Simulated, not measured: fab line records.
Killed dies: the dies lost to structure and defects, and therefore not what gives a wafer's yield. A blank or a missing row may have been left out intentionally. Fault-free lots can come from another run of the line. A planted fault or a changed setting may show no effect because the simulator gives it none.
Check of tool commonality ; flow berkeley cmos170 ; Lots sampled 14, wafers sampled 42

WHY THIS WAS OPENED
Of 14 lots, 2 have the reading GATE_POLY_THK flagged at UCB170_GATE_THK_MEAS_05. Wafers without a fault read 223.2 nm, standard deviation 2.5.
Rule: flag the lot when none of its wafers has a number, or when each of its wafers that has one lies beyond 4 standard deviations from that mean. The rest of the lots are taken to be sound.

lot;measured;on;GATE_POLY_THK (nm), wafer by wafer;flag
L788;day 6 20:31;film metro-03;227.0 227.5 227.6;
L789;day 7 04:43;film metro-04;222.0 220.2 218.4;
L791;day 7 08:27;film metro-02;220.0 220.9 221.1;
L790;day 7 08:29;film metro-04;218.4 219.9 220.3;
L792;day 7 15:20;film metro-03;224.2 221.5 224.2;
L793;day 7 15:20;film metro-02;225.5 224.3 226.6;
L794;day 7 15:22;film metro-04;221.8 221.1 221.3;
L795;day 8 01:35;film metro-04;225.6 227.4 225.2;
L797;day 8 01:37;film metro-02;226.7 225.1 227.1;
L796;day 8 01:38;film metro-04;226.1 224.6 225.2;
L798;day 8 15:30;film metro-02;224.2 223.2 223.9;
L800;day 9 02:59;film metro-03;269.5 270.4 268.9;FLAGGED
L799;day 9 03:01;film metro-02;267.5 265.7 266.4;FLAGGED
L803;day 10 05:21;film metro-02;223.4 223.7 224.1;
The mean of the flagged lots' numbers is 268.1 nm, +44.9 nm from the usual (+18 standard deviations).

WHICH TOOL EACH LOT WENT THROUGH
Before the reading, the record contains 2 process steps out of a 331-step route. Each cell gives the tool, then ch followed by the chambers the sampled wafers passed through, then the start.
lot;flag;UCB170_PFIELD_STRIP_08;UCB170_GATE_CVD_04
L788;;plasma asher-02 ch 0,1, day 4 13:38;lpcvd-01 ch 0, day 6 19:07
L789;;plasma asher-01 ch 0,1, day 5 01:26;lpcvd-02 ch 0, day 7 03:19
L791;;plasma asher-04 ch 0,1, day 5 01:41;lpcvd-02 ch 0, day 7 07:03
L790;;plasma asher-04 ch 0,1, day 5 01:17;lpcvd-02 ch 0, day 7 07:03
L792;;plasma asher-04 ch 1, day 5 13:38;lpcvd-02 ch 0, day 7 13:56
L793;;plasma asher-04 ch 0, day 5 21:59;lpcvd-02 ch 1, day 7 13:56
L794;;plasma asher-04 ch 0,1, day 5 21:26;lpcvd-02 ch 0, day 7 13:56
L795;;plasma asher-01 ch 0,1, day 6 15:55;lpcvd-01 ch 1, day 8 00:11
L797;;plasma asher-04 ch 0,1, day 6 16:47;lpcvd-01 ch 0, day 8 00:11
L796;;plasma asher-01 ch 0,1, day 6 15:38;lpcvd-01 ch 0, day 8 00:11
L798;;plasma asher-02 ch 0,1, day 7 04:24;lpcvd-02 ch 1, day 8 14:05
L800;FLAGGED;plasma asher-01 ch 0,1, day 7 10:14;lpcvd-01 ch 1, day 9 01:35
L799;FLAGGED;plasma asher-02 ch 0,1, day 7 10:23;lpcvd-01 ch 1, day 9 01:35
L803;;plasma asher-02 ch 0,1, day 8 00:56;lpcvd-02 ch 1, day 10 03:56
What the steps here do:
- UCB170_PFIELD_STRIP_08: strips in O2.
- UCB170_GATE_CVD_04: deposits poly-Si from SiH4, time 1501 s, target thk 214 nm.
- UCB170_GATE_THK_MEAS_05

FLAGGED OVER TOTAL, TOOL BY TOOL (the gauges that took the reading come last)
step;tool;lots run;flagged;share of the flagged lots;sound lots run after its first flagged lot
UCB170_PFIELD_STRIP_08;plasma asher-01;4;1;some;0
UCB170_PFIELD_STRIP_08;plasma asher-02;4;1;some;1 (L803)
UCB170_PFIELD_STRIP_08;plasma asher-04;6;0;none;-
UCB170_GATE_CVD_04;lpcvd-01;6;2;all;0
UCB170_GATE_CVD_04;lpcvd-02;8;0;none;-
UCB170_GATE_THK_MEAS_05;film metro-02;6;1;some;1 (L803)
UCB170_GATE_THK_MEAS_05;film metro-03;3;1;some;0
UCB170_GATE_THK_MEAS_05;film metro-04;5;0;none;-

THE TABLE: WHAT IT ALLOWS
Rows of the table that ran each flagged lot: 1, that is lpcvd-01 at UCB170_GATE_CVD_04.
- lpcvd-01 at UCB170_GATE_CVD_04: 2 of its 6 lots flagged. Its last sound lot is L795 (day 8 00:11), its first flagged lot L799 (day 9 01:35): a fault that began between those two fits. Its own readings (sih4 flow sccm) fall more than 4 standard deviations out on all wafers of the flagged lots.
One tool is left: lpcvd-01 at UCB170_GATE_CVD_04.

WHAT THE SIMULATOR PUT IN
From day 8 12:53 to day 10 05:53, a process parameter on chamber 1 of lpcvd-01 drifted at UCB170_GATE_CVD_04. Setting sih4 flow sccm, moved by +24, from 120. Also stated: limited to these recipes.
Shown lots that were struck: L800, L799. The rule above found the same.
